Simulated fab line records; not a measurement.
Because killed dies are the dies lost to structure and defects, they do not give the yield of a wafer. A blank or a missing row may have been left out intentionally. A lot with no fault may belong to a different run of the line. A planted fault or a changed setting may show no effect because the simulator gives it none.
Split-lot trial | flow berkeley cmos170 | 27 wafers read from 5 lots, route of 331 steps

== THE SPLIT ==
At UCB170_M2_DEVELOP_14 (develop time 45 s), the setting develop time s was moved away from the recipe's 45 s on 12 of the 27 wafers read, by -32.0% to +56.3%. For the rest of the wafers, this setting stayed at what the recipe calls for.

The file shows no step between the split and the reading.

== THE READING ==
At UCB170_M2_CD_MEAS_15: cd nm in nanometres, against a target cd of 700 nm. On this fab line, fault-free wafers typically give 700.4 nm with a standard deviation of 1.1 nm.

wafer  | tool, chamber at the split | develop time s as run, s | against the recipe | cd nm, nm | against lot-mates on the recipe
L075.1 | litho track-02, 0          | 59.66                    | +32.6%             | 699.4     | -1.1
L075.2 | litho track-02, 0          | 45                       | recipe             | 701.6     | -
L075.3 | litho track-02, 0          | 59.66                    | +32.6%             | 699.8     | -0.7
L075.4 | litho track-02, 0          | 59.66                    | +32.6%             | 698.9     | -1.6
L075.5 | litho track-02, 0          | 45                       | recipe             | 700.1     | -
L075.6 | litho track-02, 0          | 45                       | recipe             | 699.8     | -
L079.1 | litho track-01, 0          | 45                       | recipe             | 699.8     | -
L079.2 | litho track-01, 0          | 70.32                    | +56.3%             | 695.4     | -4.1
L079.3 | litho track-01, 0          | 45                       | recipe             | 699.4     | -
L079.4 | litho track-01, 0          | 45                       | recipe             | 699.3     | -
L079.5 | litho track-01, 0          | 70.32                    | +56.3%             | 695.6     | -3.9
L079.6 | litho track-01, 0          | 70.32                    | +56.3%             | 697.0     | -2.5
L080.1 | litho track-03, 0          | 45                       | recipe             | 698.5     | -
L080.2 | litho track-03, 0          | 45                       | recipe             | 699.1     | -
L080.3 | litho track-03, 0          | 45                       | recipe             | 697.6     | -
L083.1 | litho track-03, 0          | 55.69                    | +23.8%             | 697.9     | -1.9
L083.2 | litho track-03, 0          | 45                       | recipe             | 700.3     | -
L083.3 | litho track-03, 0          | 45                       | recipe             | 699.4     | -
L083.4 | litho track-03, 0          | 45                       | recipe             | 699.6     | -
L083.5 | litho track-03, 0          | 55.69                    | +23.8%             | 699.6     | -0.2
L083.6 | litho track-03, 0          | 55.69                    | +23.8%             | 698.7     | -1.1
L082.1 | litho track-03, 0          | 30.61                    | -32.0%             | 704.2     | +2.5
L082.2 | litho track-03, 0          | 30.61                    | -32.0%             | 704.6     | +2.9
L082.3 | litho track-03, 0          | 45                       | recipe             | 702.1     | -
L082.4 | litho track-03, 0          | 45                       | recipe             | 700.6     | -
L082.5 | litho track-03, 0          | 45                       | recipe             | 702.5     | -
L082.6 | litho track-03, 0          | 30.61                    | -32.0%             | 704.7     | +3.0

FIT RESULTS
A straight line over all 27 wafers: cd nm changes by -0.0798 nm for each +1% of develop time s; r = -0.83; the points scatter about the line by 1.3 nm.
The same after taking each lot's own level away (the mean of its wafers on the recipe; 27 wafers): -0.063 nm for each +1%; r = -0.91; scatter 0.7 nm.
On that fit, the largest move of develop time s shifts the reading by 3.5 nm.
From 698.40 to 701.73 nm: that is the span of the lots' own levels, equal to 3.0 times the standard deviation above.
So the lot-to-lot level changes the slope: the two fits differ.
Check: -3.12 nm against its lot-mates is what the line predicts for one of the wafers moved furthest among these (+56.3%) when that wafer is left out of the fit. It came out at -4.1 nm against them.

== THE OTHER SPLITS THESE WAFERS WENT THROUGH ==
Before the reading, these wafers also passed through other splits. Each is held against what the fit with the lots' levels taken away leaves over:
other split on the same wafers       | wafers away from the commonest value | r with cd nm (lot level and that fit taken away)
UCB170_NWELL_ETCH_13 time s          | 9                                    | -0.15
UCB170_ACTIVE_CVD_05 time s          | 18                                   | -0.23
UCB170_PSD_DEVELOP_05 develop time s | 6                                    | +0.05
UCB170_M1_METAL_ETCH_12 time s       | 12                                   | -0.17

== THE FILE'S OWN FIT ==
cd nm changes by -0.0594 nm for each +1% of develop time s, r = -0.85.
